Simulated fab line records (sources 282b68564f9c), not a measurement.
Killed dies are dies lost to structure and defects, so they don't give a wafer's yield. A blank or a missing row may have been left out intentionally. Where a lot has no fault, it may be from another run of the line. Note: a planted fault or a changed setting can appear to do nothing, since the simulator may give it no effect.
fab line records	flow rit_cmos
record: lots: 5	wafers: 23
route steps=202 shown NSD@139 PSD@150 SDANNEAL@155 PLDD@159 SILICIDE@162 CONTACT@168 M1@184
start_h: hours from the record's first day to the start of the lot's first wafer shown	wait_h: hours elapsed since this lot's preceding step	" identical to the entry in the row above	L1.1+2: several wafers, shown together as one row	- no value present, or no start provided	* or withheld: withheld	< > ~ a bound
route shown NAME@n: NAME is a module with steps in the file, n the number in the route of the first one	usual: mean/standard deviation of fault-free wafers	same: alike in all rows	chamber/n: place in a boat	sites: each site's reading	_std_site: how widely they spread, as a standard deviation	_edge_site: outer sites' mean less inner sites'	radius_mm: how far each site lies from the wafer's centre	mask NAME#n: copy n	behind: the most recent tool/chamber to have shaped the wafer	hold: the reason the lot was held/the length of the hold in hours/how it ended	device: the transistor (n, p or np) that didn't switch	end of line: at the end of the route, the tests of the same wafers	a step given without rows: its recipe and nothing more	killed: at the first sort, the dies lost to defects and structure; wafer yield is something else	map: a wafer's dies, x killed, . not, _ none there
set.NAME: the setting that was run; set.NAME@STEP: the one run at that earlier step	model.NAME: the simulator's own value behind a step, which no gauge read
lots with deliberately changed settings; one table per step, one row per wafer
== steps ==
step: RIT_NSD_IMPLANT_08
recipe: species: P	energy_kev: 25	dose_cm2: 1e+15	tilt_deg: 7
lot.wafer	tool	chamber	start_h	wait_h	set.energy_kev	model.implant.rp_nm	model.implant.drp_nm
L074.1+2+3	implanter-02	0	55.41	0.1	25	32.01	14.84
L074.4+5	"	0	"	"	25.98	32.86	15.19
L075.1+2+3+5+6	implanter-03	0	59.16	0.1	25	32.3	14.84
L076.1+2+6	implanter-01	0	61.42	0.1	25	32.82	14.84
L078.1+6	implanter-03	0	71.17	0.1	25	32.24	14.84
L078.2+4+5	"	0	"	"	23.53	30.94	14.3
L085.2+3+5	implanter-01	0	112.45	0.1	24.59	31.54	14.69
L085.4+6	"	0	"	"	25	31.89	14.84
step: RIT_PSD_IMPLANT_08
recipe: species: BF2	energy_kev: 27	dose_cm2: 5e+15	tilt_deg: 7
lot.wafer	tool	chamber	start_h	wait_h	set.energy_kev	model.implant.rp_nm	model.implant.drp_nm
L074.1+4	implanter-02	0	56.95	0.1	27.55	23.05	12.22
L074.2+3+5	"	0	"	"	27	22.68	12.05
L075.1+2	implanter-02	0	60.58	0.1	26.39	21.17	11.85
L075.3+5+6	"	0	"	"	27	21.56	12.05
L076.1+2+6	implanter-02	0	63.37	0.1	27	22.05	12.05
L078.1+5	implanter-03	0	72.59	0.1	26.29	21.38	11.82
L078.2+4+6	"	0	"	"	27	21.85	12.05
L085.2+5+6	implanter-02	0	113.99	0.1	25.68	21.38	11.63
L085.3+4	"	0	"	"	27	22.26	12.05
step: RIT_PSD_STRIP_09
recipe: chemistry: O2	time_s: 180	resist: NOVOLAK	platen_temp_c: withheld	power_w: 500	pressure_mtorr: 4000	o2_flow_sccm: 4000
step: RIT_SDANNEAL_CLEAN_02
recipe: chemistry: SC2	mix: 3:3:50	time_s: 600	temp_c: 75	dry: n2_spin
step: RIT_SDANNEAL_RTA_03
recipe: temp_c: 1050	time_s: 5	idle_temp_c: 600	ramp_up_c_per_s: 342	ramp_down_c_per_s: 171	cool_to_c: 600	ambient: N2
step: RIT_SDANNEAL_RS_MEAS_04
recipe: thk_meas_gauge: four-point-probe
usual: PSD_RS: 115.94/0.27
lot.wafer	tool	chamber	start_h	wait_h	set.energy_kev@PSD_IMPLANT_08	PSD_RS[ohm/sq]
L074.1	film_metro-04	-	57.77	0.0	27.55	115.01
L074.2	"	-	"	"	27	116.01
L074.3	"	-	"	"	27	116.24
L074.4	"	-	"	"	27.55	114.93
L074.5	"	-	"	"	27	115.76
L075.1	film_metro-04	-	61.39	0.0	26.39	117.87
L075.2	"	-	"	"	26.39	117.34
L075.3	"	-	"	"	27	116.57
L075.5	"	-	"	"	27	115.81
L075.6	"	-	"	"	27	116.21
L076.1	film_metro-02	-	64.21	0.0	27	116.06
L076.2	"	-	"	"	27	115.98
L076.6	"	-	"	"	27	116.16
L078.1	film_metro-04	-	73.40	0.0	26.29	117.50
L078.2	"	-	"	"	27	115.73
L078.4	"	-	"	"	27	116.32
L078.5	"	-	"	"	26.29	117.22
L078.6	"	-	"	"	27	115.62
L085.2	film_metro-03	-	114.80	0.1	25.68	118.57
L085.3	"	-	"	"	27	115.79
L085.4	"	-	"	"	27	115.42
L085.5	"	-	"	"	25.68	118.48
L085.6	"	-	"	"	25.68	118.62
step: RIT_SDANNEAL_RS_MEAS_06
recipe: thk_meas_gauge: four-point-probe
usual: PLDD_RS: 178.8/0.45
lot.wafer	tool	chamber	start_h	wait_h	set.dose_cm2@PLDD_IMPLANT_08	PLDD_RS[ohm/sq]
L074.1	film_metro-04	-	58.01	0.1	9.238e+14	176.6
L074.2	"	-	"	"	9.238e+14	176.4
L074.3	"	-	"	"	9e+14	179.3
L074.4	"	-	"	"	9e+14	178.7
L074.5	"	-	"	"	9e+14	179.4
L075.1	film_metro-04	-	61.63	0.1	9e+14	179.4
L075.2	"	-	"	"	9e+14	178.5
L075.3	"	-	"	"	9e+14	178.8
L075.5	"	-	"	"	9.492e+14	173.9
L075.6	"	-	"	"	9.492e+14	174.6
L076.1	film_metro-02	-	64.45	0.1	9e+14	178.5
L076.2	"	-	"	"	9e+14	178.2
L076.6	"	-	"	"	9e+14	178.5
L078.1	film_metro-04	-	73.64	0.1	8.487e+14	184.1
L078.2	"	-	"	"	9e+14	178.1
L078.4	"	-	"	"	8.487e+14	184.1
L078.5	"	-	"	"	8.487e+14	183.4
L078.6	"	-	"	"	9e+14	177.9
L085.2	film_metro-03	-	115.04	0.1	9e+14	178.8
L085.3	"	-	"	"	9.3e+14	176.3
L085.4	"	-	"	"	9e+14	178.7
L085.5	"	-	"	"	9.3e+14	176.0
L085.6	"	-	"	"	9e+14	178.7
step: RIT_SILICIDE_SPUTTER_01
recipe: material: Ti	target_thk_nm: 30	power_w: 350	chamber_pressure_pa: 0.667	gas: Ar	time_s: 240	substrate_temp_c: 25
lot.wafer	tool	chamber	start_h	wait_h	set.time_s	model.Ti_of_SILICIDE_SPUTTER_01.thk_nm
L074.1	pvd_sputter-01	-	58.26	0.0	240	29.17
L074.2	"	-	"	"	240	29.28
L074.3	"	-	"	"	217.7	26.79
L074.4	"	-	"	"	217.7	26.41
L074.5	"	-	"	"	217.7	26.47
L075.1	pvd_sputter-03	-	61.88	0.0	260	31.69
L075.2	"	-	"	"	260	32.1
L075.3	"	-	"	"	240	29.98
L075.5	"	-	"	"	260	32.28
L075.6	"	-	"	"	240	29.9
L076.1	pvd_sputter-01	-	64.70	0.0	240	29.26
L076.2	"	-	"	"	240	29.35
L076.6	"	-	"	"	240	29.43
L078.1	pvd_sputter-01	-	73.89	0.0	240	30.17
L078.2	"	-	"	"	240	30.32
L078.4	"	-	"	"	240	30.22
L078.5	"	-	"	"	240	30.13
L078.6	"	-	"	"	240	30.06
L085.2	pvd_sputter-04	-	115.27	0.0	240	29.67
L085.3	"	-	"	"	240	29.12
L085.4	"	-	"	"	206.9	25.06
L085.5	"	-	"	"	206.9	25.63
L085.6	"	-	"	"	240	29.63
step: RIT_SILICIDE_RS_MEAS_02
recipe: thk_meas_gauge: four-point-probe	reads: Ti_of_SILICIDE_SPUTTER_01
usual: SILICIDE_TI_RS: 48.2/0.85
lot.wafer	tool	chamber	start_h	wait_h	set.time_s@SILICIDE_SPUTTER_01	SILICIDE_TI_RS[ohm/sq]
L074.1	film_metro-02	-	58.41	0.1	240	49.6
L074.2	"	-	"	"	240	49.4
L074.3	"	-	"	"	217.7	55.3
L074.4	"	-	"	"	217.7	56.2
L074.5	"	-	"	"	217.7	56.1
L075.1	film_metro-01	-	62.03	0.1	260	44.6
L075.2	"	-	"	"	260	44.0
L075.3	"	-	"	"	240	47.9
L075.5	"	-	"	"	260	43.6
L075.6	"	-	"	"	240	48.0
L076.1	film_metro-03	-	64.85	0.1	240	49.3
L076.2	"	-	"	"	240	49.2
L076.6	"	-	"	"	240	49.0
L078.1	film_metro-01	-	74.04	0.1	240	47.5
L078.2	"	-	"	"	240	47.1
L078.4	"	-	"	"	240	47.4
L078.5	"	-	"	"	240	47.6
L078.6	"	-	"	"	240	47.7
L085.2	film_metro-02	-	115.44	0.1	240	48.6
L085.3	"	-	"	"	240	49.8
L085.4	"	-	"	"	206.9	60.1
L085.5	"	-	"	"	206.9	58.3
L085.6	"	-	"	"	240	48.6
step: RIT_SILICIDE_THK_MEAS_03
recipe: thk_meas_gauge: xrf	reads: Ti_of_SILICIDE_SPUTTER_01
usual: SILICIDE_TI_THK: 29.8/0.41
lot.wafer	tool	chamber	start_h	wait_h	set.time_s@SILICIDE_SPUTTER_01	SILICIDE_TI_THK[nm]
L074.1	film_metro-02	-	58.53	0.1	240	28.9
L074.2	"	-	"	"	240	29.1
L074.3	"	-	"	"	217.7	26.7
L074.4	"	-	"	"	217.7	26.3
L074.5	"	-	"	"	217.7	26.3
L075.1	film_metro-01	-	62.15	0.1	260	31.6
L075.2	"	-	"	"	260	32.0
L075.3	"	-	"	"	240	29.8
L075.5	"	-	"	"	260	32.2
L075.6	"	-	"	"	240	29.9
L076.1	film_metro-03	-	64.97	0.1	240	29.2
L076.2	"	-	"	"	240	29.2
L076.6	"	-	"	"	240	29.4
L078.1	film_metro-01	-	74.16	0.1	240	30.0
L078.2	"	-	"	"	240	30.1
L078.4	"	-	"	"	240	30.0
L078.5	"	-	"	"	240	30.1
L078.6	"	-	"	"	240	30.0
L085.2	film_metro-02	-	115.55	0.1	240	29.6
L085.3	"	-	"	"	240	29.1
L085.4	"	-	"	"	206.9	25.1
L085.5	"	-	"	"	206.9	25.6
L085.6	"	-	"	"	240	29.5
step: RIT_CONTACT_CVD_00
recipe: material: SiO2	target_thk_nm: 400	precursor: TEOS	temp_c: 390	time_s: 61	rf_w: 400
lot.wafer	tool	chamber	start_h	wait_h	set.time_s	model.SiO2_of_CONTACT_CVD_00.thk_nm
L074.1	pecvd-04	2	58.76	0.1	61	401.9
L074.2	"	0	"	"	61	390.4
L074.3	"	1	"	"	67.84	-
L074.4	"	2	"	"	67.84	450.9
L074.5	"	1	"	"	61	-
L075.1	pecvd-01	2	62.39	0.1	61	394.7
L075.2	"	1	"	"	66.11	436.9
L075.3	"	0	"	"	66.11	428.7
L075.5	"	0	"	"	61	400.1
L075.6	"	1	"	"	66.11	442
L076.1	pecvd-02	0	65.21	0.1	61	391.8
L076.2	"	1	"	"	61	400.3
L076.6	"	1	"	"	61	406.7
L078.1+2+4	pecvd-01	0,2,2	74.40	0.1	61	-
L078.5	"	1	"	"	61	406.5
L078.6	"	0	"	"	61	407.9
L085.2	pecvd-02	0	115.78	0.0	61	388.6
L085.3	"	1	"	"	61	391.7
L085.4+6	"	1,2	"	"	61	-
L085.5	"	0	"	"	61	397.8
step: RIT_CONTACT_THK_MEAS_01
recipe: reads: SiO2_of_CONTACT_CVD_00
usual: CONTACT_TEOS_THK: 399/5.8
lot.wafer	tool	chamber	start_h	wait_h	set.time_s@CONTACT_CVD_00	CONTACT_TEOS_THK[nm]
L074.1	film_metro-04	-	58.81	0.0	61	402
L074.2	"	-	"	"	61	390
L074.3	"	-	"	"	67.84	448
L074.4	"	-	"	"	67.84	451
L074.5	"	-	"	"	61	406
L075.1	film_metro-03	-	62.44	0.0	61	395
L075.2	"	-	"	"	66.11	437
L075.3	"	-	"	"	66.11	429
L075.5	"	-	"	"	61	400
L075.6	"	-	"	"	66.11	442
L076.1	film_metro-01	-	65.26	0.0	61	392
L076.2	"	-	"	"	61	400
L076.6	"	-	"	"	61	407
L078.1	film_metro-04	-	74.45	0.0	61	399
L078.2	"	-	"	"	61	394
L078.4	"	-	"	"	61	398
L078.5	"	-	"	"	61	407
L078.6	"	-	"	"	61	408
L085.2	film_metro-03	-	115.84	0.0	61	389
L085.3	"	-	"	"	61	392
L085.4	"	-	"	"	61	397
L085.5	"	-	"	"	61	398
L085.6	"	-	"	"	61	408
step: RIT_M1_SPUTTER_00
recipe: material: Al	target_thk_nm: 400	power_w: 2000	chamber_pressure_pa: 0.4	gas: Ar	time_s: 500	substrate_temp_c: 25
lot.wafer	tool	chamber	start_h	wait_h	set.power_w	model.Al_of_M1_SPUTTER_00.thk_nm
L074.1	pvd_sputter-02	-	61.11	0.0	2000	401
L074.2	"	-	"	"	2000	400.8
L074.3	"	-	"	"	1763	354.4
L074.4	"	-	"	"	2000	397.2
L074.5	"	-	"	"	1763	349.2
L075.1	pvd_sputter-02	-	64.79	0.0	2000	397.2
L075.2	"	-	"	"	2000	400
L075.3	"	-	"	"	2000	393.2
L075.5	"	-	"	"	2000	402
L075.6	"	-	"	"	2000	398.3
L076.1	pvd_sputter-03	-	67.55	0.0	2000	396.4
L076.2	"	-	"	"	2000	402
L076.6	"	-	"	"	2000	399.8
L078.1	pvd_sputter-01	-	77.04	0.0	2175	434.7
L078.2	"	-	"	"	2175	429.1
L078.4	"	-	"	"	2175	440
L078.5	"	-	"	"	2000	395.6
L078.6	"	-	"	"	2000	397.6
L085.2	pvd_sputter-02	-	118.12	0.0	2000	397.3
L085.3	"	-	"	"	2000	396
L085.4	"	-	"	"	2181	437.4
L085.5	"	-	"	"	2000	393.8
L085.6	"	-	"	"	2181	432.6
step: RIT_M1_RS_MEAS_01
recipe: thk_meas_gauge: four-point-probe	reads: Al_of_M1_SPUTTER_00
usual: M1_AL_RS: 0.0740/0.00075
lot.wafer	tool	chamber	start_h	wait_h	set.power_w@M1_SPUTTER_00	M1_AL_RS[ohm/sq]
L074.1	film_metro-02	-	61.41	0.1	2000	0.0733
L074.2	"	-	"	"	2000	0.0733
L074.3	"	-	"	"	1763	0.0833
L074.4	"	-	"	"	2000	0.0741
L074.5	"	-	"	"	1763	0.0844
L075.1	film_metro-02	-	65.09	0.1	2000	0.0740
L075.2	"	-	"	"	2000	0.0736
L075.3	"	-	"	"	2000	0.0748
L075.5	"	-	"	"	2000	0.0730
L075.6	"	-	"	"	2000	0.0737
L076.1	film_metro-03	-	67.85	0.1	2000	0.0741
L076.2	"	-	"	"	2000	0.0729
L076.6	"	-	"	"	2000	0.0736
L078.1	film_metro-02	-	77.34	0.1	2175	0.0677
L078.2	"	-	"	"	2175	0.0685
L078.4	"	-	"	"	2175	0.0668
L078.5	"	-	"	"	2000	0.0744
L078.6	"	-	"	"	2000	0.0741
L085.2	film_metro-03	-	118.44	0.2	2000	0.0739
L085.3	"	-	"	"	2000	0.0741
L085.4	"	-	"	"	2181	0.0670
L085.5	"	-	"	"	2000	0.0747
L085.6	"	-	"	"	2181	0.0679
step: RIT_M1_THK_MEAS_02
recipe: thk_meas_gauge: xrf	reads: Al_of_M1_SPUTTER_00
usual: M1_AL_THK: 394/5.5
lot.wafer	tool	chamber	start_h	wait_h	set.power_w@M1_SPUTTER_00	M1_AL_THK[nm]
L074.1	film_metro-02	-	61.53	0.1	2000	397
L074.2	"	-	"	"	2000	398
L074.3	"	-	"	"	1763	349
L074.4	"	-	"	"	2000	395
L074.5	"	-	"	"	1763	346
L075.1	film_metro-02	-	65.21	0.1	2000	395
L075.2	"	-	"	"	2000	398
L075.3	"	-	"	"	2000	392
L075.5	"	-	"	"	2000	400
L075.6	"	-	"	"	2000	399
L076.1	film_metro-03	-	67.97	0.1	2000	395
L076.2	"	-	"	"	2000	399
L076.6	"	-	"	"	2000	398
L078.1	film_metro-02	-	77.46	0.1	2175	434
L078.2	"	-	"	"	2175	426
L078.4	"	-	"	"	2175	440
L078.5	"	-	"	"	2000	392
L078.6	"	-	"	"	2000	397
L085.2	film_metro-03	-	118.55	0.1	2000	397
L085.3	"	-	"	"	2000	396
L085.4	"	-	"	"	2181	440
L085.5	"	-	"	"	2000	392
L085.6	"	-	"	"	2181	434
step: RIT_M1_DEVELOP_08
recipe: resist: NOVOLAK	develop_time_s: 68	dev_temp_c: 23
lot.wafer	tool	chamber	start_h	wait_h	set.develop_time_s
L074.1+2+3+4+5	litho_track-03	0	-	-	68
L075.1+6	litho_track-03	0	-	-	75.45
L075.2+3+5	"	0	"	"	68
L076.1+2+6	litho_track-01	0	-	-	68
L078.1+2+4+5+6	litho_track-02	0	-	-	68
L085.2+6	litho_track-01	0	-	-	68
L085.3+4+5	"	0	"	"	72.97
step: RIT_M1_CD_MEAS_09
recipe: target_cd_nm: 2600
usual: cd_nm: 2599.2/2.2
lot.wafer	tool	chamber	start_h	wait_h	set.develop_time_s@M1_DEVELOP_08	cd_nm
L074.1	cd_sem-01	-	62.69	-	68	2598.6
L074.2	"	-	"	"	68	2602.4
L074.3	"	-	"	"	68	2599.9
L074.4	"	-	"	"	68	2599.4
L074.5	"	-	"	"	68	2599.2
L075.1	cd_sem-01	-	66.27	-	75.45	2591.7
L075.2	"	-	"	"	68	2600.3
L075.3	"	-	"	"	68	2600.4
L075.5	"	-	"	"	68	2599.0
L075.6	"	-	"	"	75.45	2590.3
L076.1	cd_sem-01	-	68.91	-	68	2597.1
L076.2	"	-	"	"	68	2597.0
L076.6	"	-	"	"	68	2597.9
L078.1	cd_sem-01	-	78.40	-	68	2600.3
L078.2	"	-	"	"	68	2600.3
L078.4	"	-	"	"	68	2598.3
L078.5	"	-	"	"	68	2599.0
L078.6	"	-	"	"	68	2599.4
L085.2	cd_sem-02	-	119.84	-	68	2601.6
L085.3	"	-	"	"	72.97	2594.2
L085.4	"	-	"	"	72.97	2594.2
L085.5	"	-	"	"	72.97	2591.8
L085.6	"	-	"	"	68	2600.7
step: RIT_M1_HARDBAKE_11
recipe: resist: NOVOLAK	temp_c: 140	time_s: 120
step: RIT_M1_METAL_ETCH_12
recipe: stop_on: SiO2	chemistry: Cl2/BCl3	target: Al	time_s: 165	over_etch_frac: 0.5	pressure_mtorr: 100	target_depth_a: 6000	rf_w: 250	Cl2_flow_sccm: 60	bcl3_flow_sccm: 50
usual: oes_product_au: 0.767/0.012
lot.wafer	tool	chamber	start_h	wait_h	set.power_w@M1_SPUTTER_00	oes_product_au
L074.1	rie_metal-03	0	63.22	0.2	2000	0.780
L074.2	"	1	"	"	2000	0.774
L074.3	"	1	"	"	1763	0.726
L074.4	"	0	"	"	2000	0.780
L074.5	"	1	"	"	1763	0.722
L075.1	rie_metal-01	1	66.68	0.2	2000	0.771
L075.2	"	0	"	"	2000	0.768
L075.3	"	0	"	"	2000	0.757
L075.5	"	1	"	"	2000	0.774
L075.6	"	0	"	"	2000	0.770
L076.1	rie_metal-02	0	69.31	0.2	2000	0.748
L076.2	"	1	"	"	2000	0.780
L076.6	"	1	"	"	2000	0.775
L078.1	rie_metal-01	1	78.80	0.2	2175	0.812
L078.2	"	0	"	"	2175	0.792
L078.4	"	0	"	"	2175	0.807
L078.5	"	0	"	"	2000	0.764
L078.6	"	1	"	"	2000	0.762
L085.2	rie_metal-02	1	120.23	0.2	2000	0.780
L085.3	"	0	"	"	2000	0.747
L085.4	"	1	"	"	2181	0.823
L085.5	"	0	"	"	2000	0.739
L085.6	"	1	"	"	2181	0.815
== key ==
split: step: RIT_NSD_IMPLANT_08	setting: energy_kev	stated: 25	by: wafer
response: step: RIT_NSD_IMPLANT_08	reading: model.implant.rp_nm	change: +0.218	per: 1%	r: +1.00
response: step: RIT_NSD_IMPLANT_08	reading: model.implant.drp_nm	change: +0.09	per: 1%	r: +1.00
split: step: RIT_PSD_IMPLANT_08	setting: energy_kev	stated: 27	by: wafer
response: step: RIT_PSD_IMPLANT_08	reading: model.implant.rp_nm	change: +0.178	per: 1%	r: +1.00
response: step: RIT_PSD_IMPLANT_08	reading: model.implant.drp_nm	change: +0.0853	per: 1%	r: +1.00
response: step: RIT_SDANNEAL_RS_MEAS_04	reading: PSD_RS	change: -0.588	per: 1%	r: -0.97
split: step: RIT_SILICIDE_SPUTTER_01	setting: time_s	stated: 240	by: wafer
response: step: RIT_SILICIDE_SPUTTER_01	reading: model.Ti_of_SILICIDE_SPUTTER_01.thk_nm	change: +0.286	per: 1%	r: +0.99
response: step: RIT_SILICIDE_RS_MEAS_02	reading: SILICIDE_TI_RS	change: -0.67	per: 1%	r: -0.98
response: step: RIT_SILICIDE_THK_MEAS_03	reading: SILICIDE_TI_THK	change: +0.282	per: 1%	r: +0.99
split: step: RIT_CONTACT_CVD_00	setting: time_s	stated: 61	by: wafer
response: step: RIT_CONTACT_CVD_00	reading: model.SiO2_of_CONTACT_CVD_00.thk_nm	change: +4.74	per: 1%	r: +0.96
response: step: RIT_CONTACT_THK_MEAS_01	reading: CONTACT_TEOS_THK	change: +4.5	per: 1%	r: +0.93
split: step: RIT_M1_SPUTTER_00	setting: power_w	stated: 2000	by: wafer
response: step: RIT_M1_SPUTTER_00	reading: model.Al_of_M1_SPUTTER_00.thk_nm	change: +4.2	per: 1%	r: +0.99
response: step: RIT_M1_RS_MEAS_01	reading: M1_AL_RS	change: -0.000806	per: 1%	r: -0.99
response: step: RIT_M1_THK_MEAS_02	reading: M1_AL_THK	change: +4.35	per: 1%	r: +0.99
response: step: RIT_M1_METAL_ETCH_12	reading: oes_product_au	change: +0.00525	per: 1%	r: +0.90
split: step: RIT_M1_DEVELOP_08	setting: develop_time_s	stated: 68	by: wafer
response: step: RIT_M1_CD_MEAS_09	reading: cd_nm	change: -0.886	per: 1%	r: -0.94
split outside_this_file step=RIT_PLDD_IMPLANT_08 setting=dose_cm2
split outside_this_file: this setting was split too, and the file shows its column; the key of that split is in another file
